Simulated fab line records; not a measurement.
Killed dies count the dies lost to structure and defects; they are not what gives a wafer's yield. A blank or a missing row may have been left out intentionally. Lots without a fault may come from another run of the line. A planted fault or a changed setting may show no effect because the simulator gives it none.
8D (eight disciplines) problem report, filled in by code	flow berkeley-cmos170	the parts of the form that need people (team, actions taken, sign-off) are left out

1. PROBLEM STATEMENT
At UCB170_GATE_ETCH_15, run-length-s averages 100.7 s over 6 wafers from 2 lots, while fault-free wafers read 84.6 s, standard deviation 0.57. Relative to the usual mean, that is a shift of +28 standard deviations.
The step: etches poly-Si in HBr/Cl2, stops on SiO2, time 56.3 s, target depth 278.2 nm.
The first sign was on wafer L824.1 at day 8 20:43, on rie-si-02. At this step, 42 wafers from 14 lots have a number in the record. The rule behind "out" and "out of limits": a value lying over 4 standard deviations away from the usual mean. The rest of the wafers with a number are treated as sound.

2. WHAT IT IS, WHAT IT ISN'T
question	is	is not
which readings at this step	run-length-s, oes-product-au	HBr_flow_sccm, drypump-motor-current-A, throttle-valve-pct
which lots	L824, L825	L816, L817, L818, L819, L820, L821, L822, L823, L832, L834, L835, L837
which wafers of those lots	all that have a number	-
read on which tools	rie-si-02	rie-si-01
when	from day 8 20:43	up to then (21 sound wafers); but 15 sound wafers of L823, L832, L834, L835, L837 came after

3. WHAT RULES OUT EACH SUSPECT
Counting: a tool stays on the suspect list if, at a process step up to the reading, it processed all lots that are out and no sound lot following the first of them.
- rie-si-02 at UCB170_GATE_ETCH_15 (etches poly-Si in HBr/Cl2, stops on SiO2, time 56.3 s, target depth 278.2 nm): kept. It ran every lot that is out, first L824 (day 8 20:43), and no sound lot after that; its last sound lot up to then is L821 (day 7 22:32). Its own readings are out on those wafers: oes-product-au, run-length-s.
After counting, what remains is rie-si-02 at UCB170_GATE_ETCH_15.

4. THE CAUSE (what the simulator had put in)
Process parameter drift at UCB170_GATE_ETCH_15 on rie-si-02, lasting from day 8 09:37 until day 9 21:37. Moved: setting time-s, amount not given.
Only this tool survived the counting.

5. THE CHAIN OF EFFECTS, in route order
Each row: a reading whose mean over the struck wafers that have a number lies more than 3 standard deviations from the usual. Only readings for which the record gives a usual standard deviation are gone through. hours: the time from each lot's start at the first step in this table that gives one to its start at this step, as a median over the lots. sigmas: the change in usual standard deviations.
hours	step	reading	usual	on struck wafers	change	sigmas
0	UCB170_GATE_ETCH_15	oes-product-au	0.830 a.u.	0.703	-0.127	-13
0	UCB170_GATE_ETCH_15	run-length-s	84.6 s	100.7	+16.1	+28
Here are the process steps it includes:
- UCB170_GATE_ETCH_15: etches poly-Si in HBr/Cl2, stops on SiO2, time 56.3 s, target depth 278.2 nm.
Later steps that measure or inspect, where all struck wafers having a row at the step show a number for every such reading and not one has moved that far: UCB170_CONTACT_THK_MEAS_02.

6. HOW IT WOULD HAVE BEEN CAUGHT EARLIER
In this record no reading fell out of limits until day 8 20:43, 11 hours after the fault had begun at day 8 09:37.
